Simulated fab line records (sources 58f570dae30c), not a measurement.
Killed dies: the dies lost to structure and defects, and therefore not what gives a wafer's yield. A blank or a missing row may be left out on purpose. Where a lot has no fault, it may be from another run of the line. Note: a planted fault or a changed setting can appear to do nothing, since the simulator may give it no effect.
fab line records	flow berkeley-cmos170
[record] lots = 15	wafers = 45	last-day = 12
route steps=331 shown NLDD@166
lots that met no fault: taken from a fault-free run of the same line
start-h: hours from the record's first day to the start of the lot's first wafer shown	wait-h: hours from the lot's prior step to this one	" identical to the entry in the row above	L1.1+2: several wafers, shown together as one row	- no value present, or no start provided	* or withheld: withheld	< > ~ a bound
route shown NAME@n: a module of which the file shows steps, and the number in the route of the first	usual: mean/standard deviation of fault-free wafers	same: alike in all rows	chamber/n: place in a boat	sites: per-site readings	_std_site: standard deviation across them	_edge_site: inner sites' mean taken away from outer sites' mean	radius-mm: for every site, how far away it sits from the centre of the wafer	mask NAME#n: copy n	behind: the tool/chamber that last shaped the wafer	hold: cause of the lot's hold/its duration in hours/its outcome	device: names the non-switching transistor (n, p or np)	end of line: tests of these same wafers at the route's end	a step without rows: its recipe alone	killed: dies lost to structure and defects at the first sort, not the wafer's yield	map: dies across one wafer; x = killed, . = not, _ = none there
set.NAME: the setting the step ran with; set.NAME@STEP: the setting that earlier step ran with	model.NAME: the simulator's own value behind a step, which no gauge read
the route's steps for a sample of lots (tables are steps, rows are wafers)
services: the hour from which a tool's chamber was out of use, counted from the record's first day as start-h (under 0 if before that day), plus the number of hours and why
[[steps]]
[step UCB170_NLDD_IMPLANT_08]
[recipe] species = As	dose-cm2 = 5e+13	energy-kev = 30	tilt-deg = 7	rotation-deg = 0
[usual] beam-on-s = 10.03/0.18	dose-ions-cm2 = 5.001e+13/5.8e+10	faraday-current-uA = 158.2/2.8
lot.wafer	tool	chamber	start-h	wait-h	beam-on-s	dose-ions-cm2	faraday-current-uA
L323.2	implanter-02	0	118.28	0.0	10.06	5.01e+13	156.9
L323.4	"	0	"	"	10.01	5.004e+13	157.7
L323.5	"	0	"	"	9.83	5.009e+13	161.5
L324.4	implanter-03	0	118.88	0.1	10.20	5.004e+13	155.4
L324.5	"	0	"	"	10.19	5e+13	155.3
L324.6	"	0	"	"	10.06	5.003e+13	157.2
L326.1	implanter-02	0	137.27	0.0	10.04	5.003e+13	157.9
L326.4	"	0	"	"	10.05	5.003e+13	157.5
L326.6	"	0	"	"	10.11	5.006e+13	156.8
L330.3	implanter-03	0	159.32	0.1	9.92	4.993e+13	159.4
L330.5	"	0	"	"	10.30	4.985e+13	154.2
L330.6	"	0	"	"	9.91	4.995e+13	160.2
L331.2	implanter-03	0	169.48	0.0	10.06	4.992e+13	158.1
L331.3	"	0	"	"	10.01	5.004e+13	157.8
L331.5	"	0	"	"	10.05	4.998e+13	158.8
L332.2	implanter-03	0	174.14	0.0	10.10	3.159e+13	99.2
L332.3	"	0	"	"	10.28	3.151e+13	97.6
L332.6	"	0	"	"	9.92	3.145e+13	100.7
L333.1	implanter-03	0	179.72	0.0	9.95	3.161e+13	100.2
L333.3	"	0	"	"	9.88	3.145e+13	100.4
L333.6	"	0	"	"	10.15	3.161e+13	98.6
L336.1	implanter-03	0	195.77	0.0	10.10	3.151e+13	99.0
L336.4	"	0	"	"	9.97	3.156e+13	100.1
L336.5	"	0	"	"	9.64	3.146e+13	103.7
L335.1	implanter-01	0	195.99	0.0	9.81	5.001e+13	161.0
L335.5	"	0	"	"	10.18	4.992e+13	156.4
L335.6	"	0	"	"	10.17	4.999e+13	155.6
L340.2	implanter-02	0	221.59	0.0	10.13	5.003e+13	156.0
L340.5	"	0	"	"	9.74	5.005e+13	162.4
L340.6	"	0	"	"	10.09	5.001e+13	157.0
L341.3	implanter-01	0	222.50	0.1	9.90	4.994e+13	160.3
L341.4	"	0	"	"	9.91	5.003e+13	159.6
L341.5	"	0	"	"	10.05	5e+13	158.4
L342.1	implanter-02	0	222.57	0.0	9.93	5.005e+13	160.0
L342.3	"	0	"	"	9.95	5.002e+13	159.1
L342.5	"	0	"	"	10.03	5.004e+13	158.6
L343.1	implanter-02	0	233.85	0.0	10.18	5.001e+13	155.5
L343.2	"	0	"	"	10.04	5.002e+13	157.8
L343.5	"	0	"	"	10.00	5.003e+13	158.9
L346.1	implanter-02	0	241.48	0.0	10.04	5.002e+13	157.8
L346.3	"	0	"	"	10.29	4.997e+13	154.3
L346.4	"	0	"	"	10.00	5.004e+13	159.6
L345.3	implanter-02	0	242.45	0.1	10.04	4.996e+13	158.1
L345.4	"	0	"	"	10.32	5.009e+13	153.8
L345.5	"	0	"	"	9.92	5.005e+13	159.8
[step UCB170_NLDD_TW_MEAS_11]
[usual] NLDD_TW = 2238/35
lot.wafer	tool	chamber	start-h	wait-h	hold	NLDD_TW
L323.2	film-metro-02	-	118.66	0.1	-	2293
L323.4	"	-	"	"	-	2298
L323.5	"	-	"	"	-	2303
L324.4	film-metro-01	-	119.23	0.1	-	2213
L324.5	"	-	"	"	-	2214
L324.6	"	-	"	"	-	2217
L326.1	film-metro-01	-	137.67	0.1	-	2213
L326.4	"	-	"	"	-	2216
L326.6	"	-	"	"	-	2214
L330.3	film-metro-02	-	159.69	0.1	-	2279
L330.5	"	-	"	"	-	2285
L330.6	"	-	"	"	-	2289
L331.2	film-metro-02	-	169.87	0.1	-	2290
L331.3	"	-	"	"	-	2286
L331.5	"	-	"	"	-	2286
L332.2	film-metro-03	-	174.52	0.1	-	2105
L332.3	"	-	"	"	-	2110
L332.6	"	-	"	"	-	2100
L333.1	film-metro-01	-	180.12	0.1	await-dispo/0.2h/release	2067
L333.3	"	-	"	"	await-dispo/0.2h/release	2065
L333.6	"	-	"	"	await-dispo/0.2h/release	2070
L333.1	film-metro-01	-	180.41	0.3	-	2062
L333.3	"	-	"	"	-	2067
L333.6	"	-	"	"	-	2068
L336.1	film-metro-03	-	196.17	0.1	-	2122
L336.4	"	-	"	"	-	2123
L336.5	"	-	"	"	-	2126
L335.1	film-metro-01	-	196.39	0.1	-	2213
L335.5	"	-	"	"	-	2207
L335.6	"	-	"	"	-	2230
L340.2	film-metro-03	-	221.98	0.1	-	2247
L340.5	"	-	"	"	-	2238
L340.6	"	-	"	"	-	2248
L341.3	film-metro-01	-	222.87	0.1	-	2203
L341.4	"	-	"	"	-	2195
L341.5	"	-	"	"	-	2199
L342.1	film-metro-03	-	222.97	0.1	-	2238
L342.3	"	-	"	"	-	2239
L342.5	"	-	"	"	-	2242
L343.1	film-metro-03	-	234.25	0.1	-	2245
L343.2	"	-	"	"	-	2240
L343.5	"	-	"	"	-	2235
L346.1	film-metro-01	-	241.88	0.1	-	2204
L346.3	"	-	"	"	-	2220
L346.4	"	-	"	"	-	2214
L345.3	film-metro-02	-	242.82	0.1	-	2295
L345.4	"	-	"	"	-	2298
L345.5	"	-	"	"	-	2301
[step UCB170_SDANNEAL_RS_MEAS_05]
[recipe] thk-meas-gauge = four-point-probe
[usual] NLDD_RS = 616.3/1.4
lot.wafer	tool	chamber	start-h	wait-h	hold	NLDD_RS[ohm/sq]
L323.2	film-metro-02	-	130.56	0.1	-	617.1
L323.4	"	-	"	"	-	616.6
L323.5	"	-	"	"	-	614.6
L324.4	film-metro-01	-	131.51	0.1	-	615.8
L324.5	"	-	"	"	-	615.6
L324.6	"	-	"	"	-	614.7
L326.1	film-metro-03	-	148.07	0.1	-	615.1
L326.4	"	-	"	"	-	615.5
L326.6	"	-	"	"	-	615.3
L330.3	film-metro-02	-	171.32	0.1	-	616.7
L330.5	"	-	"	"	-	616.7
L330.6	"	-	"	"	-	618.4
L331.2	film-metro-01	-	179.64	0.1	-	616.3
L331.3	"	-	"	"	-	616.1
L331.5	"	-	"	"	-	617.3
L332.2	film-metro-01	-	189.98	0.1	await-dispo/0.2h/release	712.5
L332.3	"	-	"	"	await-dispo/0.2h/release	709.8
L332.6	"	-	"	"	await-dispo/0.2h/release	712.8
L332.2	film-metro-01	-	190.93	0.9	-	710.8
L332.3	"	-	"	"	-	708.6
L332.6	"	-	"	"	-	711.8
L333.1	film-metro-02	-	195.36	0.1	await-dispo/0.2h/release	708.3
L333.3	"	-	"	"	await-dispo/0.2h/release	707.7
L333.6	"	-	"	"	await-dispo/0.2h/release	706.9
L333.1	film-metro-02	-	195.65	0.3	-	709.6
L333.3	"	-	"	"	-	707.9
L333.6	"	-	"	"	-	709.5
L335.1	film-metro-03	-	208.20	0.1	-	615.9
L335.5	"	-	"	"	-	616.8
L335.6	"	-	"	"	-	614.6
L336.1	film-metro-02	-	208.52	0.1	await-dispo/0.2h/release	703.4
L336.4	"	-	"	"	await-dispo/0.2h/release	704.3
L336.5	"	-	"	"	await-dispo/0.2h/release	701.8
L336.1	film-metro-02	-	208.84	0.3	-	704.2
L336.4	"	-	"	"	-	703.9
L336.5	"	-	"	"	-	702.5
L342.1	film-metro-03	-	231.85	0.1	-	615.9
L342.3	"	-	"	"	-	615.4
L342.5	"	-	"	"	-	617.1
L341.3	film-metro-02	-	231.89	0.1	-	618.3
L341.4	"	-	"	"	-	617.4
L341.5	"	-	"	"	-	618.0
L340.2	film-metro-01	-	232.20	0.1	-	617.0
L340.5	"	-	"	"	-	617.7
L340.6	"	-	"	"	-	617.2
L343.1	film-metro-02	-	246.18	0.1	-	616.0
L343.2	"	-	"	"	-	616.7
L343.5	"	-	"	"	-	615.8
L346.1	film-metro-01	-	250.69	0.1	-	617.4
L346.3	"	-	"	"	-	616.6
L346.4	"	-	"	"	-	617.0
L345.3	film-metro-01	-	251.37	0.1	-	616.1
L345.4	"	-	"	"	-	615.3
L345.5	"	-	"	"	-	618.3
[[services]]
tool	chamber	start-h	hours	kind
implanter-01	-	113.13	15.3	repair
implanter-01	-	126.59	5.9	repair
implanter-01	-	165.18	26.3	pm
implanter-03	-	200.97	3.1	repair
implanter-03	-	232.48	2.5	repair
[[key]]
[first-sign] step = UCB170_NLDD_IMPLANT_08	reading = dose-ions-cm2	direction = down	sigmas = 99+	usual = 5.001e+13	struck = 3.153e+13
[effect] step = UCB170_NLDD_IMPLANT_08	reading = faraday-current-uA	direction = down	sigmas = 20	usual = 158.2	struck = 100.0
[effect] step = UCB170_NLDD_TW_MEAS_11	reading = NLDD_TW	direction = down	sigmas = 4	usual = 2238	struck = 2099
[effect] step = UCB170_SDANNEAL_RS_MEAS_05	reading = NLDD_RS	direction = up	sigmas = 64	usual = 616.3	struck = 707.5
met-at UCB170_NLDD_IMPLANT_08
struck-lots L332,L333,L336
scrapped-behind UCB170_SDANNEAL_RS_MEAS_05 L332.2,L332.3,L332.6,L333.1,L333.3,L333.6,L336.1,L336.4,L336.5
onset-between 169.48 174.14
[fault] kind = process-parameter-drift	tool = implanter-03	chamber = -	onset-h = 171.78	steps = UCB170_NLDD_IMPLANT_08	channel = dose-cm2	offset = -1.8464e+13	shape = step	end-h = 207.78	acts-in = these-recipes-only	stated = 5e+13
